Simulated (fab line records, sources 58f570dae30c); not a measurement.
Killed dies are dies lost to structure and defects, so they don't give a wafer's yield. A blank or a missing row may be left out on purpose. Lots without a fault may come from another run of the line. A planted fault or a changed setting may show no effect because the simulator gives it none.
A struck lot beside a sound one | flow berkeley_cmos170 | 14 steps out of a route of 331
Sound: wafers L931.2, L931.3, L931.4. Struck: wafers L947.2, L947.4, L947.5. The cause comes at the end.
At each step with rows: each side's tool, then ch and its chambers, then its first start. Under that, the readings that differ: sound wafers | struck wafers | difference of the means | sigmas: that difference in standard deviations of wafers without a fault.
alike: readings whose means differ by less than 2 such deviations, and words and numbers that are the same on both sides. not compared: withheld readings, readings that some wafer has no value for, bounds like >300 that may hide the same value, and numbers for which the record gives no deviation and whose values overlap.
The two part at a step that has a row with sigmas, a row that says differs or no value, or rows on one side only. Numbers that don't overlap but have no deviation are shown without sigmas and don't part them. A reading that every wafer of one side lacks parts them only if that side has two wafers or more.

UCB170_M1_STRIP_13: strips in O2.
  sound on plasma_asher-02 ch 0,1, day 7 12:49; struck on plasma_asher-01 ch 0,1, day 10 11:28
  alike: chamber_pressure_mTorr, drypump_motor_current_A, oes_product_au
  not compared: rf_hours_counter_h
UCB170_M1_CD_MEAS_90: target cd 700 nm.
  sound on cd_sem-01, day 7 12:56; struck on cd_sem-02, day 10 11:41
  alike: cd_nm
then, 1 step without rows for these wafers: UCB170_M1_ANNEAL_14 (time 1200 s).
UCB170_V1_CVD_00: deposits SiO2 from TEOS/O2, target thk 2000 nm, time 250 s.
  sound on pecvd-01 ch 0,2, day 7 14:28; struck on pecvd-01 ch 1,2, day 10 16:19
  alike: heater_power_w
UCB170_V1_THK_MEAS_01:
  sound on film_metro-03, day 7 14:38; struck on film_metro-04, day 10 16:29
  alike: V1_TEOS_THK
UCB170_V1_CMP_02: polishes SiO2.
  sound on cmp-02 ch 0,2,3, day 7 14:59; struck on cmp-02 ch 2,3, day 10 17:08
  alike: motor_current_A, slurry_filter_dp_kPa, slurry_flow_ml_min
UCB170_V1_BOW_MEAS_03:
  sound on film_metro-01, day 7 15:19; struck on film_metro-03, day 10 17:28
  alike: V1_BOW
UCB170_V1_THK_MEAS_04:
  sound on film_metro-01, day 7 15:25; struck on film_metro-03, day 10 17:34
  alike: V1_POLISHED_THK
then, 4 steps without rows for these wafers: UCB170_V1_CLEAN_05 (cleans in DIW); UCB170_V1_HMDS_06 (prime time 60 s); UCB170_V1_COAT_07 (resist thk 900 nm); UCB170_V1_SOFTBAKE_08 (time 60 s).
UCB170_V1_EXPOSE_09: exposes mask VIA1, target cd 700 nm.
  sound on krf_scanner-02 ch 0, day 7 16:56; struck on krf_scanner-01, day 10 18:23
  no value came back on the struck wafers for exposure_dose_mJ_cm2, focus_offset_nm (nm), na, sigma_outer; on the sound wafers exposure_dose_mJ_cm2 reads 38.29 38.31 38.29
  alike: mask
then, 1 step without rows for these wafers: UCB170_V1_PEB_10.

WHERE THEY PART
Only at UCB170_V1_EXPOSE_09, within this record.

WHY: what the simulator had put in
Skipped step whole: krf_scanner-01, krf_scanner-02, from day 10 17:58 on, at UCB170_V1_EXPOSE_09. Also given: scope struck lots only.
